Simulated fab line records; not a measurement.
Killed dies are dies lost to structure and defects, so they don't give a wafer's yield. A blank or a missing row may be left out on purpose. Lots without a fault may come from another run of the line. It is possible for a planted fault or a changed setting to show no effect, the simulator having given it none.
Matching of chambers / flow berkeleyCmos170 / UCB170_ACTIVE_ETCH_15 on rieDiel-01: 4 sister chambers
The step etches Si3N4 in CH3F/Ar/O2, stops on SiO2, target depth 242 nm, time 151 s. 8 wafers are shown with their chamber, then 7 later ones without.

## WAFERS, EACH WITH ITS CHAMBER
wafer=L823.3; chamber=2; drypumpMotorCurrentA (A)=5.3; throttleValvePct (%)=7.96
wafer=L840.4; chamber=3; drypumpMotorCurrentA (A)=6.1; throttleValvePct (%)=8.05
wafer=L840.5; chamber=0; drypumpMotorCurrentA (A)=5.1; throttleValvePct (%)=7.95
wafer=L838.2; chamber=2; drypumpMotorCurrentA (A)=5.3; throttleValvePct (%)=7.96
wafer=L838.3; chamber=1; drypumpMotorCurrentA (A)=4.9; throttleValvePct (%)=8.00
wafer=L838.4; chamber=0; drypumpMotorCurrentA (A)=5.1; throttleValvePct (%)=7.95
wafer=L841.3; chamber=1; drypumpMotorCurrentA (A)=4.8; throttleValvePct (%)=8.02
wafer=L841.5; chamber=3; drypumpMotorCurrentA (A)=6.1; throttleValvePct (%)=8.08

## WAFERS MISSING THEIR CHAMBER
wafer=L841.6; drypumpMotorCurrentA (A)=5.1; throttleValvePct (%)=7.96
wafer=L842.1; drypumpMotorCurrentA (A)=5.1; throttleValvePct (%)=7.93
wafer=L842.4; drypumpMotorCurrentA (A)=5.3; throttleValvePct (%)=7.95
wafer=L842.5; drypumpMotorCurrentA (A)=4.8; throttleValvePct (%)=8.00
wafer=L845.2; drypumpMotorCurrentA (A)=5.1; throttleValvePct (%)=7.97
wafer=L845.5; drypumpMotorCurrentA (A)=5.1; throttleValvePct (%)=7.96
wafer=L845.6; drypumpMotorCurrentA (A)=4.9; throttleValvePct (%)=8.00

## WHICH CHAMBER EACH WENT THROUGH
wafer=L841.6; from the rows above=0; in truth=0
wafer=L842.1; from the rows above=0; in truth=0
wafer=L842.4; from the rows above=2; in truth=2
wafer=L842.5; from the rows above=1; in truth=1
wafer=L845.2; from the rows above=0; in truth=0
wafer=L845.5; from the rows above=0; in truth=0
wafer=L845.6; from the rows above=1; in truth=1
Correct placement for 7 of the 7. Not placeable from these rows: 0. Number placed wrongly: 0.
How it was worked out, from the rows above alone: a wafer's distance from a chamber is the root of the sum, over the readings, of the square of ((its reading less the chamber's mean) divided by the reading's scatter). The wafer belongs to the nearest chamber; if the next one is less than 2 further off, it can't be placed. The mean given for a chamber averages the wafers shown for that chamber. How the scatter is found: for the shown wafers, subtract from each reading the mean of its chamber, square and add these, divide the total by (wafers less chambers), then take the root.
